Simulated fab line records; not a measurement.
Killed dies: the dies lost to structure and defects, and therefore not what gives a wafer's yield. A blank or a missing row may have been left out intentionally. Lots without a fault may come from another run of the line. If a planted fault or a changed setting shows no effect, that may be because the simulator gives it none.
fab line records -- flow rit-cmos
[record] lots = 7, wafers = 21, last-day = 7
route steps=202 shown ACTIVE@1
lots that met no fault: from a run of the same line without faults
start-h: start of the lot's first displayed wafer, in hours after the record's first day -- wait-h: hours from the lot's prior step to this one -- " repeats the value in the row above -- L1.1+2: several wafers, shown together as one row -- - no value, or no start given -- * or withheld: withheld -- < > ~ a bound
route shown NAME@n: NAME is a module with steps in the file, n the number in the route of the first one -- usual: the fault-free wafers' mean and standard deviation -- same: alike in all rows -- chamber/n: place in a boat -- sites: per-site readings -- _std_site: standard deviation across them -- _edge_site: the outer-site mean with the inner-site mean subtracted -- radius-mm: how far each site lies from the wafer's centre -- mask NAME#n: copy n -- behind: the last tool/chamber to shape the wafer -- hold: why the lot went on hold/how many hours it stayed there/how the hold came to an end -- device: whichever transistor did not switch (one of n, p or np) -- end of line: the tests these same wafers got at the end of their route -- where a step has no rows: the recipe by itself -- killed: dies that structure and defects cost at the first sort, which is not the same as the wafer's yield -- map: the dies of a wafer, with x for killed, . for not killed, _ for no die there
set.NAME: the setting as run; set.NAME@STEP: as run at that earlier step -- model.NAME: the simulator's own value behind a step, which no gauge read
lots at selected steps of the route; one table per step, one row per wafer
[[steps]]
[step RIT_ACTIVE_BOW_MEAS_00]
[recipe] mode = bow
[usual] INCOMING_BOW = -1/7.1
lot.wafer,tool,chamber,start-h,wait-h,INCOMING_BOW[um]
L299.2,film-metro-03,-,10.02,-,7
L299.4,film-metro-03,-,10.02,-,-7
L299.5,film-metro-03,-,10.02,-,-9
L306.4,film-metro-03,-,45.06,-,4
L306.5,film-metro-03,-,45.06,-,-9
L306.6,film-metro-03,-,45.06,-,2
L309.1,film-metro-01,-,60.00,-,-5
L309.2,film-metro-01,-,60.00,-,-7
L309.5,film-metro-01,-,60.00,-,-14
L310.1,film-metro-01,-,65.00,-,4
L310.3,film-metro-01,-,65.00,-,5
L310.4,film-metro-01,-,65.00,-,7
L311.2,film-metro-01,-,70.02,-,-4
L311.4,film-metro-01,-,70.02,-,-9
L311.6,film-metro-01,-,70.02,-,0
L319.1,film-metro-01,-,110.00,-,14
L319.2,film-metro-01,-,110.00,-,-2
L319.3,film-metro-01,-,110.00,-,9
L321.2,film-metro-01,-,120.02,-,-1
L321.5,film-metro-01,-,120.02,-,-4
L321.6,film-metro-01,-,120.02,-,1
[step RIT_ACTIVE_OXIDATION_01]
[recipe] temp-c = 1000, ambient = O2, target-thk-a = 468, ox-time-s = 3360
[step RIT_ACTIVE_THK_MEAS_02]
[recipe] reads = SiO2_of_ACTIVE_OXIDATION_01
[usual] ACTIVE_OXIDE_THK = 47.0/0.8
lot.wafer,tool,chamber,start-h,wait-h,ACTIVE_OXIDE_THK[nm]
L299.2,film-metro-02,-,12.37,0.0,46.2
L299.4,film-metro-02,-,12.37,0.0,46.7
L299.5,film-metro-02,-,12.37,0.0,46.9
L306.4,film-metro-02,-,50.96,0.0,46.5
L306.5,film-metro-02,-,50.96,0.0,47.4
L306.6,film-metro-02,-,50.96,0.0,46.2
L309.1,film-metro-01,-,63.30,0.0,47.3
L309.2,film-metro-01,-,63.30,0.0,47.0
L309.5,film-metro-01,-,63.30,0.0,47.2
L310.1,film-metro-03,-,68.03,0.0,45.5
L310.3,film-metro-03,-,68.03,0.0,45.8
L310.4,film-metro-03,-,68.03,0.0,46.7
L311.2,film-metro-03,-,76.47,0.0,46.6
L311.4,film-metro-03,-,76.47,0.0,47.1
L311.6,film-metro-03,-,76.47,0.0,47.5
L319.1,film-metro-03,-,113.09,0.0,46.9
L319.2,film-metro-03,-,113.09,0.0,46.9
L319.3,film-metro-03,-,113.09,0.0,46.6
L321.2,film-metro-03,-,122.58,0.0,46.4
L321.5,film-metro-03,-,122.58,0.0,46.6
L321.6,film-metro-03,-,122.58,0.0,47.3
[step RIT_ACTIVE_CVD_03]
[recipe] material = Si3N4, target-thk-nm = 150, temp-c = 810, precursor = SiH2Cl2/NH3, time-s = 1500, pressure-mtorr = 300, sih2cl2-flow-sccm = 60, nh3-flow-sccm = 150
[step RIT_ACTIVE_THK_MEAS_04]
[recipe] reads = Si3N4_of_ACTIVE_CVD_03
[usual] ACTIVE_NITRIDE_THK = 150.1/1.6
lot.wafer,tool,chamber,start-h,wait-h,ACTIVE_NITRIDE_THK[nm]
L299.2,film-metro-03,-,13.85,0.0,150.9
L299.4,film-metro-03,-,13.85,0.0,152.2
L299.5,film-metro-03,-,13.85,0.0,150.7
L306.4,film-metro-03,-,53.14,0.0,150.2
L306.5,film-metro-03,-,53.14,0.0,150.2
L306.6,film-metro-03,-,53.14,0.0,151.4
L309.1,film-metro-02,-,64.78,0.0,149.5
L309.2,film-metro-02,-,64.78,0.0,147.6
L309.5,film-metro-02,-,64.78,0.0,149.4
L310.1,film-metro-01,-,69.50,0.0,150.6
L310.3,film-metro-01,-,69.50,0.0,150.9
L310.4,film-metro-01,-,69.50,0.0,151.7
L311.2,film-metro-03,-,77.95,0.0,152.0
L311.4,film-metro-03,-,77.95,0.0,150.8
L311.6,film-metro-03,-,77.95,0.0,153.1
L319.1,film-metro-01,-,114.56,0.0,148.6
L319.2,film-metro-01,-,114.56,0.0,148.0
L319.3,film-metro-01,-,114.56,0.0,149.8
L321.2,film-metro-03,-,124.76,0.0,152.9
L321.5,film-metro-03,-,124.76,0.0,151.2
L321.6,film-metro-03,-,124.76,0.0,152.9
[step RIT_ACTIVE_HMDS_05]
[recipe] prime-time-s = 60, prime-temp-c = 140
[step RIT_ACTIVE_COAT_06]
[recipe] resist = NOVOLAK, spin-rpm = 3250, resist-thk-nm = 1000
[step RIT_ACTIVE_SOFTBAKE_07]
[recipe] resist = NOVOLAK, temp-c = 90, time-s = 60
[step RIT_ACTIVE_EXPOSE_08]
[recipe] mask-id = M1, na = 0.6, source-shape = conventional, sigma-outer = 0.6, target-cd-nm = 1400, dose-mj = 225
[step RIT_ACTIVE_PEB_09]
[recipe] resist = NOVOLAK, temp-c = withheld, time-s = withheld
[step RIT_ACTIVE_DEVELOP_10]
[recipe] resist = NOVOLAK, develop-time-s = 50, dev-temp-c = 23
[usual] chill-plate-temp-C = 23.03/0.11, develop-time-s = 50/0
lot.wafer,tool,chamber,start-h,wait-h,chill-plate-temp-C,develop-time-s
L299.2,litho-track-04,0,14,-,22.91,50
L299.4,litho-track-04,0,14,-,23.06,50
L299.5,litho-track-04,0,14,-,23.03,50
L306.4,litho-track-04,0,54,-,23.16,50
L306.5,litho-track-04,0,54,-,23.24,50
L306.6,litho-track-04,0,54,-,23.15,50
L309.1,litho-track-01,-,65,-,-,-
L309.2,litho-track-01,-,65,-,-,-
L309.5,litho-track-01,-,65,-,-,-
L310.1,litho-track-04,-,70,-,-,-
L310.3,litho-track-04,-,70,-,-,-
L310.4,litho-track-04,-,70,-,-,-
L311.2,litho-track-03,-,78,-,-,-
L311.4,litho-track-03,-,78,-,-,-
L311.6,litho-track-03,-,78,-,-,-
L319.1,litho-track-03,0,115,-,23.10,50
L319.2,litho-track-03,0,115,-,22.86,50
L319.3,litho-track-03,0,115,-,22.87,50
L321.2,litho-track-01,0,125,-,22.97,50
L321.5,litho-track-01,0,125,-,22.99,50
L321.6,litho-track-01,0,125,-,22.95,50
[step RIT_ACTIVE_CD_MEAS_11]
[recipe] target-cd-nm = 1400
[usual] cd-nm = 1400.0/2.1
lot.wafer,tool,chamber,start-h,wait-h,cd-nm
L299.2,cd-sem-01,-,14.90,-,1398.1
L299.4,cd-sem-01,-,14.90,-,1398.4
L299.5,cd-sem-01,-,14.90,-,1398.4
L306.4,cd-sem-01,-,54.39,-,1403.6
L306.5,cd-sem-01,-,54.39,-,1401.6
L306.6,cd-sem-01,-,54.39,-,1402.4
L309.1,cd-sem-02,-,65.69,-,-
L309.2,cd-sem-02,-,65.69,-,-
L309.5,cd-sem-02,-,65.69,-,-
L310.1,cd-sem-02,-,70.54,-,-
L310.3,cd-sem-02,-,70.54,-,-
L310.4,cd-sem-02,-,70.54,-,-
L311.2,cd-sem-02,-,79.00,-,-
L311.4,cd-sem-02,-,79.00,-,-
L311.6,cd-sem-02,-,79.00,-,-
L319.1,cd-sem-02,-,115.60,-,1401.8
L319.2,cd-sem-02,-,115.60,-,1399.5
L319.3,cd-sem-02,-,115.60,-,1402.3
L321.2,cd-sem-01,-,125.68,-,1398.3
L321.5,cd-sem-01,-,125.68,-,1397.0
L321.6,cd-sem-01,-,125.68,-,1397.4
[[key]]
[first-sign] step = RIT_ACTIVE_DEVELOP_10, reading = tool-record, direction = missing
effect none on later readings
met-at RIT_ACTIVE_DEVELOP_10
struck-wafers L309.1,L309.2,L309.5,L310.1,L310.3,L310.4,L311.2,L311.4,L311.6
later-rows-left-out L309.1,L309.2,L309.5,L310.1,L310.3,L310.4,L311.2,L311.4,L311.6
sort-left-out L309.1,L309.2,L309.5,L310.1,L310.3,L310.4,L311.2,L311.4,L311.6
tester-left-out L309,L310,L311
onset-between 54 65
[fault] kind = skipped-step-whole, tool = litho-track-01,litho-track-03,litho-track-04, chamber = -, onset-h = 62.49, steps = RIT_ACTIVE_DEVELOP_10, scope = struck-lots-only
// tester-left-out: of these lots the tester's yield and bins aren't shown, on N5 and GAA mostly nor the transistor test; their killed dies are dies lost to structure and defects alone, not to doping, threshold or leakage, so they don't give the yield
// sort-left-out: the simulated sort isn't trusted on such a fault, so these wafers' sort isn't shown, and their yield isn't known
// later-rows-left-out: the simulator's readings of these wafers behind a module that went badly wrong aren't trusted and aren't shown, but for the sort
